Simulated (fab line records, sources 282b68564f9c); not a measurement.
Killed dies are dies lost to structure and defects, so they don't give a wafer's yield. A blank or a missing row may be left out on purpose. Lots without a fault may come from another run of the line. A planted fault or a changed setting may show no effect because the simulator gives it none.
Split-lot experiment | flow rit_cmos | 5 lots, 23 wafers read, on a route of 202 steps

THE SPLIT
At RIT_CONTACT_SOFTBAKE_04 (time 60 s), the setting temp_c was moved away from the recipe's 90 C on 10 of the 23 wafers read, by -1.4% to +4.2%. The other wafers ran this setting at the recipe's value.

FROM THE SPLIT TO THE READING: what the file shows between them, 2 steps
- RIT_CONTACT_EXPOSE_05: exposes mask M11, target cd 1000 nm
- RIT_CONTACT_PEB_06

THE READING
NOVOLAK_of_CONTACT_COAT_03.thk_nm (the simulator's own value, which no gauge read), in nm, at RIT_CONTACT_DEVELOP_07 (develop time 123 s). The file gives no usual value for it. The 13 wafers here that ran the recipe average 998.7 nm, standard deviation 3.1 nm.

wafer  | tool, chamber at the split | temp_c as run, C | against the recipe | NOVOLAK_of_CONTACT_COAT_03.thk_nm, nm | against lot-mates on the recipe
L076.1 | litho_track-03, 0          | 93.75            | +4.2%              | 986.7                                 | -11.3
L076.2 | litho_track-03, 0          | 93.75            | +4.2%              | 993.5                                 | -4.5
L076.3 | litho_track-03, 0          | 90               | recipe             | 999.4                                 | -
L076.4 | litho_track-03, 0          | 93.75            | +4.2%              | 988.7                                 | -9.3
L076.6 | litho_track-03, 0          | 90               | recipe             | 996.7                                 | -
L078.3 | litho_track-01, 0          | 90               | recipe             | 999                                   | -
L078.5 | litho_track-01, 0          | 90               | recipe             | 1000                                  | -
L078.6 | litho_track-01, 0          | 90               | recipe             | 998.1                                 | -
L081.1 | litho_track-03, 0          | 90               | recipe             | 1006                                  | -
L081.3 | litho_track-03, 0          | 88.75            | -1.4%              | 1004                                  | -1.5
L081.4 | litho_track-03, 0          | 88.75            | -1.4%              | 1007                                  | +1.5
L081.5 | litho_track-03, 0          | 90               | recipe             | 1005                                  | -
L081.6 | litho_track-03, 0          | 88.75            | -1.4%              | 1008                                  | +2.5
L083.2 | litho_track-01, 0          | 91.49            | +1.7%              | 991.4                                 | -5.4
L083.3 | litho_track-01, 0          | 91.49            | +1.7%              | 992.2                                 | -4.6
L083.4 | litho_track-01, 0          | 90               | recipe             | 997.4                                 | -
L083.5 | litho_track-01, 0          | 90               | recipe             | 997.1                                 | -
L083.6 | litho_track-01, 0          | 90               | recipe             | 996                                   | -
L084.1 | litho_track-01, 0          | 92.65            | +2.9%              | 988.8                                 | -7.5
L084.3 | litho_track-01, 0          | 90               | recipe             | 996.4                                 | -
L084.4 | litho_track-01, 0          | 90               | recipe             | 996                                   | -
L084.5 | litho_track-01, 0          | 92.65            | +2.9%              | 990.8                                 | -5.5
L084.6 | litho_track-01, 0          | 90               | recipe             | 996.6                                 | -

THE FIT
A straight line over all 23 wafers: NOVOLAK_of_CONTACT_COAT_03.thk_nm changes by -2.87 nm for each +1% of temp_c; r = -0.84; the points scatter about the line by 3.3 nm.
The same after taking each lot's own level away (the mean of its wafers on the recipe; 23 wafers): -1.91 nm for each +1%; r = -0.90; scatter 1.6 nm.
On that fit, the largest move of temp_c shifts the reading by 8 nm.
The lots' own levels span 996.33 to 1005.50 nm, that is 2.9 times the standard deviation above.
So the lot-to-lot level changes the slope: the two fits differ.
Check: with one of the wafers moved furthest among these (+4.2%) left out of the fit, the line predicts -7.73 nm for it against its lot-mates. It came out at -11.3 nm against them.

OTHER SPLITS ON THESE WAFERS
These wafers also went through other splits before the reading. Each is held against what the fit with the lots' levels taken away leaves over:
other split on the same wafers   | wafers away from the commonest value | r with NOVOLAK_of_CONTACT_COAT_03.thk_nm (lot level and that fit taken away)
RIT_ACTIVE_CVD_03 pressure_mtorr | 15                                   | -0.11
RIT_ACTIVE_EXPOSE_08 dose_mj     | 8                                    | -0.22
RIT_ACTIVE_CLEAN_15 time_s       | 18                                   | -0.19
RIT_GATE_CVD_08 pressure_mtorr   | 18                                   | -0.09
RIT_GATE_COAT_11 spin_rpm        | 4                                    | -0.16
RIT_NLDD_IMPLANT_08 energy_kev   | 8                                    | +0.15
RIT_NSD_IMPLANT_08 dose_cm2      | 5                                    | -0.12
RIT_SDANNEAL_CLEAN_02 time_s     | 15                                   | +0.10

THE FILE'S OWN FIT
NOVOLAK_of_CONTACT_COAT_03.thk_nm changes by -2.09 nm for each +1% of temp_c, r = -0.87.
